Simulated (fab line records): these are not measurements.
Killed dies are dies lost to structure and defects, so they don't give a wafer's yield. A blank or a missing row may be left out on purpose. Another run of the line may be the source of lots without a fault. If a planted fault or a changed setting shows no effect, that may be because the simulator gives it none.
One fault seen from 2 desks / flow ritCmos / only its own numbers are on each desk; what lay behind them is given at the end

## TOOL OWNER'S DESK, lithoTrack-03
At RIT_NLDD_SOFTBAKE_02 (time 60 s), the tool's own readings, given per lot that ran on this tool as the mean of the sampled wafers with a number. A lot is out of limits, marked OUT, if its mean lies more than 4 standard deviations from the usual mean; the brackets give that distance.
Columns: A = heaterPowerTotalW at RIT_NLDD_SOFTBAKE_02, usual 34.56 W; B = plateTempC at RIT_NLDD_SOFTBAKE_02, usual 89.99 C; C = runLengthS at RIT_NLDD_SOFTBAKE_02, usual 89.12 s
lot=L610; first seen here=day 3 08:17; A=34.52; B=90.05; C=89.24
lot=L614; first seen here=day 3 22:46; A=34.57; B=90.14; C=89.32
lot=L615; first seen here=day 4 04:12; A=35.10 (+12) OUT; B=-; C=86.45 (-12) OUT
lot=L619; first seen here=day 5 00:30; A=35.06 (+11) OUT; B=-; C=86.53 (-12) OUT
This desk finds L615, L619 out of limits, L615 being first, at day 4 04:12 (heaterPowerTotalW at RIT_NLDD_SOFTBAKE_02). L610, L614: within limits.

## METROLOGY DESK
What the gauges read, lot by lot, whatever tool the lot ran on: means of the sampled wafers that have a number. A lot is out of limits, marked OUT, if its mean lies more than 4 standard deviations from the usual mean; the brackets give that distance.
Columns: A = NWELL_TW at RIT_NWELL_TW_MEAS_10, usual 2140; B = cdNm at RIT_GATE_CD_MEAS_90, usual 150.4 nm; C = PLDD_TW at RIT_PLDD_TW_MEAS_10, usual 2344
lot=L609; first seen here=day 2 06:12; A=2148; B=152.6; C=2352
lot=L610; first seen here=day 2 07:30; A=2138; B=146.8; C=2351
lot=L611; first seen here=day 2 12:06; A=2144; B=152.3; C=2349
lot=L612; first seen here=day 2 20:14; A=2141; B=152.6; C=2340
lot=L614; first seen here=day 3 02:56; A=2147; B=147.4; C=2347
lot=L615; first seen here=day 3 07:47; A=2152; B=156.7; C=2323
lot=L619; first seen here=day 4 04:05; A=2152; B=147.6; C=2345
lot=L624; first seen here=day 5 06:56; A=2144; B=148.8; C=2342
lot=L626; first seen here=day 5 15:34; A=2140; B=152.1; C=2345
lot=L627; first seen here=day 5 20:20; A=2116; B=154.8; C=2351
lot=L628; first seen here=day 6 00:59; A=2144; B=150.5; C=2357
lot=L629; first seen here=day 6 07:30; A=2124; B=150.2; C=2352
lot=L630; first seen here=day 6 12:34; A=2147; B=150.8; C=2357
lot=L631; first seen here=day 6 18:15; A=2131; B=150.1; C=2353
This desk found nothing out of limits on any of the 14 lots.

## ALL TOGETHER
At day 4 04:12, on L615, L619, the tool owner's desk was in a position to raise an alarm.
Metrology desk: nothing out of limits seen.
The metrology desk holds a record of L615, L619, inside its limits.
RIT_NLDD_SOFTBAKE_02 was run on lithoTrack-03 by each of the lots named.

## WHAT THE SIMULATOR HAD PUT IN
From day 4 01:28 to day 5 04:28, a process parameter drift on lithoTrack-03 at RIT_NLDD_SOFTBAKE_02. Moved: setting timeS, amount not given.
Shown lots that were struck: L615, L619.
How many hours passed from the start of the fault until each desk's first out-of-limits reading: the tool owner's desk, 3.
